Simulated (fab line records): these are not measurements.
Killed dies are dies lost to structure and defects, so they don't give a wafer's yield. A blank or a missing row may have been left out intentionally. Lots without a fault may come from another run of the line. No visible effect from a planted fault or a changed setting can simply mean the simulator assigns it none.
Problem report in the 8D (eight disciplines) form, filled by code | flow berkeley_cmos170 | the parts of the form that need people (team, actions taken, sign-off) are left out

1. PROBLEM STATEMENT
PSD_TW at UCB170_PSD_TW_MEAS_10 reads a mean of 2767 on 6 wafers of 2 lots; wafers without a fault read 2311 with a standard deviation of 20. Relative to the usual mean, that is a shift of +23 standard deviations.
First seen on wafer L464.1, day 11 09:04, on film_metro-01. The record holds 42 wafers of 14 lots with a number at this step. By rule, "out" or "out of limits" means more than 4 standard deviations away from the usual mean. All remaining wafers that have a number are taken as sound.

2. WHAT IT IS, AND WHAT IT ISN'T
question                    | is                           | is not
which readings at this step | PSD_TW                       | -
which lots                  | L464, L466                   | L445, L446, L447, L448, L450, L452, L453, L456, L457, L459, L462, L463
which wafers of those lots  | all that have a number       | -
read on which gauges        | film_metro-01, film_metro-03 | film_metro-04
when                        | from day 11 09:04            | up to then (33 sound wafers); but 3 sound wafers of L463 came after

3. THE SUSPECTS, EACH WITH WHAT RULES IT OUT
Counting: a tool at any process step up to the reading remains a suspect when it ran all the lots that are out and ran no sound lot after the first of those.
- the gauge at UCB170_PSD_TW_MEAS_10: ruled out. Those wafers that are out were read across 2 gauges (film_metro-01, film_metro-03).
- implanter-03 at UCB170_PSD_IMPLANT_08: kept. It ran every lot that is out, first L464 (day 11 08:49), and no sound lot after that; its last sound lot up to then is L459 (day 10 17:00). Out on those wafers are its own readings of beam_on_s, dose_ions_cm2, faraday_current_uA.
Left after counting: implanter-03 at UCB170_PSD_IMPLANT_08.

4. THE CAUSE (what the simulator had put in)
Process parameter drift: implanter-03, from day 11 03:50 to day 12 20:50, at UCB170_PSD_IMPLANT_08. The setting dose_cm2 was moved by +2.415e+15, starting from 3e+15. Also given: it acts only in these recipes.
Only this tool survived the counting.

5. THE EFFECT CHAIN, in route order
Rows list readings where the struck wafers' mean (over those with a number) sits beyond 3 standard deviations from the usual. Only readings whose record carries a usual standard deviation are examined. hours: median over the lots of the time between each lot's start at the first step of this table that gives one and its start at this step. sigmas: the change, counted in usual standard deviations.
hours | step                       | reading                  | usual        | on struck wafers | change | sigmas
0     | UCB170_PSD_IMPLANT_08      | beam_on_s                | 10.03 s      | 14.41            | +4.38  | +22
0     | UCB170_PSD_IMPLANT_08      | dose_ions_cm2            | 3e+15        | 5e+15            | +2e+15 | +99 or more
0     | UCB170_PSD_IMPLANT_08      | faraday_current_uA       | 9236         | 11552            | +2316  | +13
0     | UCB170_PSD_STRIP_09        | oes_product_au           | 0.600 a.u.   | 0.530            | -0.070 | -17
0     | UCB170_PSD_STRIP_09        | strip_time_to_endpoint_s | 29.38 s      | 36.27            | +6.89  | +99 or more
0     | UCB170_PSD_TW_MEAS_10      | PSD_TW                   | 2311         | 2767             | +456   | +23
5     | UCB170_SDANNEAL_RS_MEAS_02 | PSD_RS                   | 75.63 ohm/sq | 54.95            | -20.68 | -69
It contains these process steps:
- UCB170_PSD_IMPLANT_08
- UCB170_PSD_STRIP_09: strips in O2.

6. HOW IT WOULD HAVE BEEN CAUGHT EARLIER
In this record the first reading out of limits at a measuring or inspecting step was taken at day 11 09:04, 5 hours after the fault began at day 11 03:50.
At UCB170_PSD_IMPLANT_08, the tool's own readings (beam_on_s, dose_ions_cm2, faraday_current_uA) were out on each struck wafer the step has a row for, so an alarm limit on them would have fired on the first such wafer.
Of the lots that are out (2), L466 began UCB170_PSD_IMPLANT_08 on implanter-03 after day 11 09:04. A tool hold placed at that time would have kept it from harm.
